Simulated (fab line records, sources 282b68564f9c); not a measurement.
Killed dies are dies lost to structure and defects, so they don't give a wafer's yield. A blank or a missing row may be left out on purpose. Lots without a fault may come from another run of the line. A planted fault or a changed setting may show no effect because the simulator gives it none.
fab line records | flow rit_cmos
record lots=13 wafers=39 last_day=7
route steps=202 shown CONTACT@179 M1@202
lots that met no fault: from a run of the same line without faults
start_h: hours from the record's first day to the start of the lot's first wafer shown | wait_h: hours since the lot's step before | " the same as in the row above | L1.1+2: a row that stands for several wafers | - no value, or no start given | * or withheld: withheld | < > ~ a bound
route shown NAME@n: a module of which the file shows steps, and the number in the route of the first | usual: mean/standard deviation of fault-free wafers | same: alike in all rows | chamber/n: place in a boat | sites: the reading at each site | _std_site: their standard deviation | _edge_site: outer sites' mean less inner sites' | radius_mm: how far each site lies from the wafer's centre | mask NAME#n: copy n | behind: the tool/chamber that last shaped the wafer | hold: why the lot was held/for how many hours/how that ended | device: the transistor (n, p or np) that didn't switch | end of line: the same wafers' tests at the end of the route | a step without rows: its recipe alone | killed: dies lost to structure and defects at the first sort, not the wafer's yield | map: a wafer's dies, x killed, . not, _ none there
set.NAME: the setting as run; set.NAME@STEP: as run at that earlier step | model.NAME: the simulator's own value behind a step, which no gauge read
steps of the route over a sample of lots; a table a step, a row a wafer
services: from which hour (start_h, from the record's first day; less than 0 if before it) a tool's chamber was out of use, for how many hours, and why
## steps
# step RIT_CONTACT_ETCH_11
# recipe target_depth_a=4800 over_etch_frac=0.2 stop_on=TiSi2 chemistry=CHF3/CF4/Ar target=SiO2 CHF3_flow_sccm=50 cf4_flow_sccm=10 Ar_flow_sccm=100 O2_flow_sccm=5 pressure_mtorr=100 rf_w=200 time_s=320
# usual chamber_pressure_mTorr=100.01/0.083 drypump_motor_current_A=5.8/0.36 oes_product_au=0.989/0.014 throttle_valve_pct=8.77/0.11
# columns lot.wafer tool chamber start_h wait_h chamber_pressure_mTorr drypump_motor_current_A oes_product_au rf_hours_counter_h throttle_valve_pct
L875.1 rie_diel-02 2 55.63 0.1 100.04 5.6 0.969 34 8.83
L875.3 " 0 " " 100.00 6.5 0.982 127 8.74
L875.4 " 0 " " 99.93 6.4 0.984 - 8.73
L876.2 rie_diel-03 2 58.70 0.1 100.04 6.0 0.987 140 8.66
L876.3 " 1 " " 99.97 6.2 0.994 111 8.61
L876.4 " 0 " " 99.94 5.5 1.001 108 8.79
L877.1 rie_diel-03 0 63.64 0.1 100.10 5.5 1.002 108 8.82
L877.2 " 1 " " 100.16 6.1 0.995 112 8.60
L877.5 " 2 " " 99.98 6.0 0.989 - 8.66
L879.1 rie_diel-02 2 77.14 0.1 99.90 5.6 0.965 34 8.81
L879.2 " 0 " " 100.06 6.5 0.969 128 8.74
L879.4 " 1 " " 99.97 5.5 0.980 84 8.90
L881.1 rie_diel-03 0 85.96 0.1 99.92 5.5 1.001 109 8.81
L881.3 " 2 " " 100.08 6.0 0.994 141 8.65
L881.6 " 3 " " 99.89 5.6 0.966 - 8.93
L882.2 rie_diel-02 2 88.78 0.1 99.99 5.6 0.971 35 8.84
L882.4 " 0 " " 100.00 6.5 0.984 128 8.74
L882.6 " 3 " " 99.80 5.8 1.003 - 8.83
L883.2 rie_diel-03 3 96.05 0.1 100.10 5.6 0.975 32 8.92
L883.3 " 2 " " 100.03 6.0 0.989 141 8.67
L883.6 " 1 " " 99.98 6.2 1.012 - 8.62
L884.1 rie_diel-03 2 102.25 0.1 99.98 6.0 0.984 141 8.64
L884.5 " 1 " " 100.19 6.2 0.993 - 8.60
L884.6 " 0 " " 99.93 5.5 1.007 - 8.80
L885.1 rie_diel-02 2 104.15 0.1 100.07 5.6 0.981 35 8.84
L885.4 " 0 " " 99.98 6.5 0.979 128 8.74
L885.5 " 1 " " 100.04 5.4 0.972 - 8.88
L886.1 rie_diel-03 0 111.46 0.1 100.00 5.5 1.002 109 8.81
L886.3 " 3 " " 100.07 5.5 0.963 33 8.93
L886.6 " 1 " " 99.89 6.2 0.990 - 8.62
L887.1 rie_diel-03 0 118.54 0.1 100.06 5.5 1.008 110 8.80
L887.2 " 1 " " 100.16 6.2 1.001 113 8.61
L887.6 " 0 " " 100.04 5.5 1.002 - 8.82
L888.2 rie_diel-01 0 120.66 0.1 100.05 5.9 0.976 37 8.61
L888.4 " 1 " " 99.79 6.4 0.986 42 8.74
L888.6 " 1 " " 100.02 6.4 0.994 - 8.75
L897.1 rie_diel-03 1 171.74 0.1 100.09 6.1 0.992 114 8.61
L897.5 " 3 " " 100.11 5.6 0.965 - 8.93
L897.6 " 0 " " 99.98 5.5 1.007 - 8.81
# step RIT_M1_PROBE_99
# usual killed_at_contacts=0.1/0.24 killed_at_front_end=6.7/2.9 killed_dies=6.8/2.9 killed_on_rim=1.8/1.4 killed_open=3.5/2 killed_short=3.2/1.9
# same gross_dies=264 killed_at_M0_to_M3=0 killed_at_M4_up=0 killed_at_back_side=0 killed_at_other=0
# columns lot.wafer tool chamber start_h wait_h hold killed_at_contacts killed_at_front_end killed_dies killed_on_rim killed_open killed_short
L875.1 prober-01 - 60.71 0.1 - 0 6 6 2 0 6
L875.3 prober-01 - 60.81 0.2 - 1 4 5 0 3 2
L875.4 prober-01 - 60.86 0.2 - 0 1 1 0 1 0
L876.2 prober-02 - 63.60 0.1 - 0 10 10 2 2 8
L876.3 prober-02 - 63.65 0.2 - 0 11 11 0 6 5
L876.4 prober-02 - 63.70 0.2 - 0 8 8 1 3 5
L877.1 prober-01 - 68.66 0.1 - 0 7 7 0 3 3
L877.2 prober-01 - 68.71 0.1 - 0 3 3 1 1 2
L877.5 prober-01 - 68.86 0.2 - 1 8 9 2 4 5
L879.1 prober-01 - 82.12 0.1 - 0 10 10 4 6 4
L879.2 prober-01 - 82.17 0.1 - 0 6 6 1 4 2
L879.4 prober-01 - 82.27 0.2 - 0 10 10 5 5 5
L881.1 prober-01 - 90.81 0.1 - 0 9 9 1 5 4
L881.3 prober-01 - 90.91 0.2 - 0 3 3 1 3 0
L881.6 prober-01 - 91.06 0.2 - 0 7 7 2 5 2
L882.2 prober-02 - 93.88 0.1 - 0 11 11 4 8 3
L882.4 prober-02 - 93.98 0.2 - 0 9 9 3 4 5
L882.6 prober-02 - 94.08 0.2 - 0 10 10 2 7 3
L883.2 prober-02 - 101.42 0.1 - 0 1 1 1 1 0
L883.3 prober-02 - 101.47 0.2 - 0 6 6 2 6 0
L883.6 prober-02 - 101.62 0.2 - 0 5 5 1 3 2
L884.1 prober-02 - 107.10 0.1 - 0 10 10 3 2 8
L884.5 prober-02 - 107.30 0.2 - 0 11 11 3 9 2
L884.6 prober-02 - 107.35 0.2 - 0 11 11 5 5 6
L885.1 prober-01 - 109.12 0.1 - 0 10 10 2 6 4
L885.4 prober-01 - 109.27 0.2 - 0 11 11 2 4 7
L885.5 prober-01 - 109.32 0.2 - 0 6 6 4 2 4
L886.1 prober-02 - 116.36 0.1 - 0 10 10 2 7 3
L886.3 prober-02 - 116.46 0.2 - 0 12 12 1 6 6
L886.6 prober-02 - 116.61 0.2 - 0 12 12 1 6 6
L887.1 prober-01 - 123.43 0.1 - 0 2 2 0 1 1
L887.2 prober-01 - 123.48 0.1 - 0 6 6 1 2 4
L887.6 prober-01 - 123.68 0.2 - 0 8 8 3 6 2
L888.2 prober-02 - 125.82 0.1 - 0 10 10 3 3 7
L888.4 prober-02 - 125.92 0.2 - 0 2 2 0 0 2
L888.6 prober-02 - 126.02 0.2 - 0 6 6 1 3 3
L897.1 prober-01 - 176.59 0.1 await_dispo/2.9h/release 27 3 30 8 1 2
L897.5 prober-01 - 176.79 0.2 await_dispo/2.9h/release 0 3 3 1 3 0
L897.6 prober-01 - 176.84 0.2 await_dispo/2.9h/release 0 4 4 3 3 1
# killed by level:class
L875.1 GATE:geometric_particle:short=2 SILICIDE:geometric_particle:short=2 FOX1:geometric_particle:short=1 REOX:geometric_particle:short=1
L875.3 SILICIDE:geometric_particle:open=2 GATE:geometric_particle:short=1 GATE:geometric_particle:open=1 CONTACT:geometric_particle:short=1
L875.4 FOX1:geometric_particle:open=1
L876.2 GATE:geometric_particle:short=2 SPACER:geometric_particle:short=2 SILICIDE:geometric_particle:short=2 FOX1:geometric_particle:short=1 GATE:geometric_particle:open=1 REOX:geometric_particle:short=1 REOX:geometric_particle:open=1
L876.3 GATE:geometric_particle:open=3 GATE:geometric_particle:short=2 REOX:geometric_particle:short=2 FOX1:geometric_particle:open=1 REOX:geometric_particle:open=1 SPACER:geometric_particle:open=1 SPACER:geometric_particle:short=1
L876.4 REOX:geometric_particle:short=3 FOX2:geometric_particle:short=1 GATE:geometric_particle:short=1 REOX:geometric_particle:open=1 SPACER:geometric_particle:open=1 SILICIDE:geometric_particle:open=1
L877.1 GATE:geometric_particle:open=2 GATE:geometric_particle:short=2 FOX2:geometric_particle:short=1 FOX2:geometric_particle:open=1 PWELL:coat_microbubble_printed=1
L877.2 GATE:geometric_particle:short=2 REOX:geometric_particle:open=1
L877.5 SPACER:geometric_particle:short=3 SPACER:geometric_particle:open=2 FOX1:geometric_particle:open=1 GATE:geometric_particle:short=1 REOX:geometric_particle:short=1 CONTACT:geometric_particle:open=1
L879.1 GATE:geometric_particle:open=3 FOX1:geometric_particle:short=2 SILICIDE:geometric_particle:open=2 GATE:geometric_particle:short=1 SPACER:geometric_particle:open=1 SILICIDE:geometric_particle:short=1
L879.2 GATE:geometric_particle:open=3 GATE:geometric_particle:short=2 SILICIDE:geometric_particle:open=1
L879.4 GATE:geometric_particle:open=5 GATE:geometric_particle:short=4 REOX:geometric_particle:short=1
L881.1 GATE:geometric_particle:open=2 GATE:geometric_particle:short=2 SPACER:geometric_particle:open=2 REOX:geometric_particle:short=1 SPACER:geometric_particle:short=1 SILICIDE:geometric_particle:open=1
L881.3 GATE:geometric_particle:open=1 SPACER:geometric_particle:open=1 SILICIDE:geometric_particle:open=1
L881.6 GATE:geometric_particle:open=3 GATE:geometric_particle:short=2 SPACER:geometric_particle:open=2
L882.2 SILICIDE:geometric_particle:open=4 SPACER:geometric_particle:open=2 FOX2:geometric_particle:short=1 GATE:geometric_particle:short=1 GATE:geometric_particle:open=1 REOX:geometric_particle:open=1 SPACER:geometric_particle:short=1
L882.4 GATE:geometric_particle:short=3 FOX2:geometric_particle:open=1 FOX2:geometric_particle:short=1 REOX:geometric_particle:open=1 SPACER:geometric_particle:open=1 SPACER:geometric_particle:short=1 SILICIDE:geometric_particle:open=1
L882.6 GATE:geometric_particle:open=2 SPACER:geometric_particle:open=2 SILICIDE:geometric_particle:open=2 FOX2:geometric_particle:short=1 REOX:geometric_particle:open=1 REOX:geometric_particle:short=1 SPACER:geometric_particle:short=1
L883.2 FOX2:geometric_particle:open=1
L883.3 FOX2:geometric_particle:open=3 SPACER:geometric_particle:open=2 GATE:geometric_particle:open=1
L883.6 SPACER:geometric_particle:open=2 GATE:geometric_particle:short=1 GATE:geometric_particle:open=1 SILICIDE:geometric_particle:short=1
L884.1 SPACER:geometric_particle:short=3 FOX1:geometric_particle:short=2 SILICIDE:geometric_particle:short=2 FOX1:geometric_particle:open=1 FOX2:geometric_particle:short=1 REOX:geometric_particle:open=1
L884.5 FOX1:geometric_particle:open=5 FOX2:geometric_particle:open=2 FOX1:geometric_particle:short=1 GATE:geometric_particle:open=1 GATE:geometric_particle:short=1 SILICIDE:geometric_particle:open=1
L884.6 FOX1:geometric_particle:short=2 GATE:geometric_particle:short=2 SILICIDE:geometric_particle:short=2 FOX1:geometric_particle:open=1 FOX2:geometric_particle:open=1 GATE:geometric_particle:open=1 SPACER:geometric_particle:open=1 SILICIDE:geometric_particle:open=1
L885.1 GATE:geometric_particle:open=3 GATE:geometric_particle:short=2 REOX:geometric_particle:open=2 FOX1:geometric_particle:short=1 FOX1:geometric_particle:open=1 SPACER:geometric_particle:short=1
L885.4 GATE:geometric_particle:short=4 SILICIDE:geometric_particle:short=2 FOX2:geometric_particle:open=1 GATE:geometric_particle:open=1 REOX:geometric_particle:short=1 SPACER:geometric_particle:open=1 SILICIDE:geometric_particle:open=1
L885.5 GATE:geometric_particle:short=2 FOX1:geometric_particle:open=1 GATE:geometric_particle:open=1 SPACER:geometric_particle:short=1 SILICIDE:geometric_particle:short=1
L886.1 FOX1:geometric_particle:open=3 GATE:geometric_particle:short=2 GATE:geometric_particle:open=2 FOX1:geometric_particle:short=1 REOX:geometric_particle:open=1 SPACER:geometric_particle:open=1
L886.3 GATE:geometric_particle:short=3 FOX1:geometric_particle:open=2 GATE:geometric_particle:open=2 SILICIDE:geometric_particle:short=2 FOX2:geometric_particle:short=1 REOX:geometric_particle:open=1 SILICIDE:geometric_particle:open=1
L886.6 FOX2:geometric_particle:open=3 GATE:geometric_particle:short=2 REOX:geometric_particle:short=2 FOX1:geometric_particle:open=1 FOX2:geometric_particle:short=1 GATE:geometric_particle:open=1 REOX:geometric_particle:open=1 SILICIDE:geometric_particle:short=1
L887.1 REOX:geometric_particle:open=1 REOX:geometric_particle:short=1
L887.2 FOX1:geometric_particle:open=1 FOX2:geometric_particle:short=1 GATE:geometric_particle:short=1 REOX:geometric_particle:short=1 REOX:geometric_particle:open=1 SILICIDE:geometric_particle:short=1
L887.6 GATE:geometric_particle:open=3 GATE:geometric_particle:short=2 FOX1:geometric_particle:open=1 FOX2:geometric_particle:open=1 SILICIDE:geometric_particle:open=1
L888.2 GATE:geometric_particle:short=4 FOX2:geometric_particle:open=2 REOX:geometric_particle:short=2 FOX2:geometric_particle:short=1 REOX:geometric_particle:open=1
L888.4 GATE:geometric_particle:short=1 SPACER:geometric_particle:short=1
L888.6 GATE:geometric_particle:open=2 FOX1:geometric_particle:short=1 GATE:geometric_particle:short=1 REOX:geometric_particle:short=1 REOX:geometric_particle:open=1
L897.1 CONTACT:unspecified=27 GATE:geometric_particle:open=1 GATE:geometric_particle:short=1 SILICIDE:geometric_particle:short=1
L897.5 SILICIDE:geometric_particle:open=2 FOX2:geometric_particle:open=1
L897.6 FOX1:geometric_particle:open=1 GATE:geometric_particle:open=1 GATE:geometric_particle:short=1 REOX:geometric_particle:open=1
## services
# columns tool chamber start_h hours kind
rie_diel-01 1 40.32 3.1 repair
rie_diel-01 0 41.66 2.5 repair
rie_diel-03 0 47.04 5.7 repair
rie_diel-02 1 52.51 3.5 repair
rie_diel-03 3 76.50 8.4 repair
rie_diel-02 1 123.41 11.2 repair
rie_diel-02 2 140.90 3.3 repair
rie_diel-02 3 156.87 7.2 repair
## key
first_sign step=RIT_M1_PROBE_99 reading=killed_at_contacts direction=up sigmas=27 usual=0.1 struck=27
effect step=RIT_M1_PROBE_99 reading=killed_dies direction=up sigmas=8.1 usual=6.8 struck=30
met_at RIT_CONTACT_ETCH_11
struck_lots L897
struck_wafers L897.1
tester_left_out L897
onset_between 118.54 171.74
fault kind=chamber_particle_source tool=rie_diel-03 chamber=1 onset_h=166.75 steps=RIT_CONTACT_ETCH_11 rate_per_visit_cm2=0.67214 end_h=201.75
# tester_left_out: of these lots the tester's yield and bins aren't shown, on N5 and GAA mostly nor the transistor test; their killed dies are dies lost to structure and defects alone, not to doping, threshold or leakage, so they don't give the yield
